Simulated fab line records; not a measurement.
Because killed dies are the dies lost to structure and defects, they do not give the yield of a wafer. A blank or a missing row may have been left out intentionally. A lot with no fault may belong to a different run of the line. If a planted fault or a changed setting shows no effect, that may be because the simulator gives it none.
Which of the tools did it? :: flow rit-cmos :: 42 wafers from 14 lots sampled at 2 of the route's 202 steps

== WHAT EACH GAUGE READ, for each wafer ==
The record lacks any reading of a measuring or inspecting step that a usual standard deviation could be used to judge.

== WHICH TOOL RAN EACH LOT (tool, then ch and the chambers of the sampled wafers, then the start) ==
lot: L817
RIT_PRETRO_STRIP_09: plasma-asher-04 ch 0,1, day 2 09:11
RIT_M1_PROBE_99: -

lot: L818
RIT_PRETRO_STRIP_09: plasma-asher-02 ch 0,1, day 2 15:01
RIT_M1_PROBE_99: prober-02, day 3 21:13

lot: L819
RIT_PRETRO_STRIP_09: plasma-asher-02 ch 0,1, day 2 19:25
RIT_M1_PROBE_99: prober-01, day 3 23:31

lot: L820
RIT_PRETRO_STRIP_09: plasma-asher-01 ch 0,1, day 3 00:16
RIT_M1_PROBE_99: prober-02, day 4 03:32

lot: L821
RIT_PRETRO_STRIP_09: plasma-asher-04 ch 0,1, day 3 05:13
RIT_M1_PROBE_99: -

lot: L822
RIT_PRETRO_STRIP_09: plasma-asher-04 ch 0,1, day 3 12:22
RIT_M1_PROBE_99: -

lot: L823
RIT_PRETRO_STRIP_09: plasma-asher-01 ch 0,1, day 3 17:44
RIT_M1_PROBE_99: -

lot: L824
RIT_PRETRO_STRIP_09: plasma-asher-01 ch 0,1, day 3 19:15
RIT_M1_PROBE_99: -

lot: L831
RIT_PRETRO_STRIP_09: plasma-asher-02 ch 0,1, day 5 07:44
RIT_M1_PROBE_99: prober-01, day 6 17:24

lot: L833
RIT_PRETRO_STRIP_09: plasma-asher-02 ch 0,1, day 5 22:58
RIT_M1_PROBE_99: prober-02, day 7 21:37

lot: L834
RIT_PRETRO_STRIP_09: plasma-asher-02 ch 0,1, day 6 05:05
RIT_M1_PROBE_99: prober-01, day 7 23:10

lot: L835
RIT_PRETRO_STRIP_09: plasma-asher-04 ch 0,1, day 6 12:22
RIT_M1_PROBE_99: prober-02, day 8 12:23

lot: L837
RIT_PRETRO_STRIP_09: plasma-asher-04 ch 0,1, day 7 06:13
RIT_M1_PROBE_99: prober-02, day 8 13:56

lot: L839
RIT_PRETRO_STRIP_09: plasma-asher-01 ch 0,1, day 7 19:00
RIT_M1_PROBE_99: -
- RIT_PRETRO_STRIP_09: strips in O2, time 180 s.
- RIT_M1_PROBE_99

== WHAT THE TOOLS THEMSELVES READ (means of the sampled wafers that have a number; where no wafer has one, the mark that the record gives instead) ==
RIT_PRETRO_STRIP_09. Usual: drypump-motor-current-A reads 5.64 A (standard deviation 0.2).
lot: L817
tool: plasma-asher-04
drypump-motor-current-A (A): 5.53
flag: 

lot: L818
tool: plasma-asher-02
drypump-motor-current-A (A): 5.63
flag: 

lot: L819
tool: plasma-asher-02
drypump-motor-current-A (A): 5.61
flag: 

lot: L820
tool: plasma-asher-01
drypump-motor-current-A (A): 5.67
flag: 

lot: L821
tool: plasma-asher-04
drypump-motor-current-A (A): 5.53
flag: 

lot: L822
tool: plasma-asher-04
drypump-motor-current-A (A): 5.51
flag: 

lot: L823
tool: plasma-asher-01
drypump-motor-current-A (A): 5.55
flag: 

lot: L824
tool: plasma-asher-01
drypump-motor-current-A (A): 5.72
flag: 

lot: L831
tool: plasma-asher-02
drypump-motor-current-A (A): 5.73
flag: 

lot: L833
tool: plasma-asher-02
drypump-motor-current-A (A): 5.60
flag: 

lot: L834
tool: plasma-asher-02
drypump-motor-current-A (A): 5.62
flag: 

lot: L835
tool: plasma-asher-04
drypump-motor-current-A (A): 5.65
flag: 

lot: L837
tool: plasma-asher-04
drypump-motor-current-A (A): 5.53
flag: 

lot: L839
tool: plasma-asher-01
drypump-motor-current-A (A): 5.57
flag: 

RIT_M1_PROBE_99. Usual: killed_at_M0_to_M3 0.0, standard deviation 0.14; killed-at-contacts 0.1, standard deviation 0.3; killed-at-front-end 7, standard deviation 3.1; killed-dies 7, standard deviation 3.1; killed-on-rim 1.9, standard deviation 1.5; killed-open 3.8, standard deviation 2.3; killed-short 3.2, standard deviation 1.9.
lot: L818
tool: prober-02
killed_at_M0_to_M3: 0.0
killed-at-contacts: 0.0
killed-at-front-end: 7
killed-dies: 7
killed-on-rim: 3.0
killed-open: 4.3
killed-short: 2.7
flag: 

lot: L819
tool: prober-01
killed_at_M0_to_M3: 0.0
killed-at-contacts: 0.0
killed-at-front-end: 7
killed-dies: 7
killed-on-rim: 2.7
killed-open: 3.0
killed-short: 4.0
flag: 

lot: L820
tool: prober-02
killed_at_M0_to_M3: 0.0
killed-at-contacts: 0.0
killed-at-front-end: 7
killed-dies: 7
killed-on-rim: 1.0
killed-open: 4.3
killed-short: 2.3
flag: 

lot: L831
tool: prober-01
killed_at_M0_to_M3: 0.0
killed-at-contacts: 0.0
killed-at-front-end: 22
killed-dies: 22
killed-on-rim: 7.0
killed-open: 5.0
killed-short: 2.7
flag: OFF

lot: L833
tool: prober-02
killed_at_M0_to_M3: 0.0
killed-at-contacts: 0.0
killed-at-front-end: 27
killed-dies: 27
killed-on-rim: 5.7
killed-open: 3.3
killed-short: 3.3
flag: OFF

lot: L834
tool: prober-01
killed_at_M0_to_M3: 0.0
killed-at-contacts: 0.7
killed-at-front-end: 27
killed-dies: 28
killed-on-rim: 6.0
killed-open: 4.0
killed-short: 3.7
flag: OFF

lot: L835
tool: prober-02
killed_at_M0_to_M3: 0.0
killed-at-contacts: 0.0
killed-at-front-end: 8
killed-dies: 8
killed-on-rim: 3.0
killed-open: 3.0
killed-short: 5.3
flag: 

lot: L837
tool: prober-02
killed_at_M0_to_M3: 0.0
killed-at-contacts: 0.0
killed-at-front-end: 6
killed-dies: 6
killed-on-rim: 2.0
killed-open: 2.3
killed-short: 3.7
flag: 

== THE ANSWER, worked out from the rows above alone ==
Rule: a lot is off if the mean of its wafers that have a number lies more than 3 standard deviations from the usual mean. A lot without any number at a reading at which 4 lots or more have one is off too. All remaining lots with rows at the step are treated as sound. After the gauges, taken in route order, come the tools' own readings; for these a lot's mean is taken, as printed above. The first step at which some lot is off is used, and at that step the reading that is off furthest; a lot without a number counts as furthest.
Off: L831, L833, L834, at RIT_M1_PROBE_99 (killed-dies). Neither off nor sound, because the step has no rows for them: L817, L821, L822, L823, L824, L839.
A tool fits if, at that step or a process step before it, it ran every lot that is off, and no sound lot after the first of them. One candidate fits, namely plasma-asher-02 at RIT_PRETRO_STRIP_09. Its last sound lot is L819 (day 2 19:25), its first lot that is off L831 (day 5 07:44): a fault that began between those two fits.

== WHAT THE SIMULATOR HAD INSERTED ==
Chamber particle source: plasma-asher-02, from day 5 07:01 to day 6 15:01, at RIT_PRETRO_STRIP_09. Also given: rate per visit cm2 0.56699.
Struck lots among those shown: L831, L833, L834. This agrees with what the rule above found.
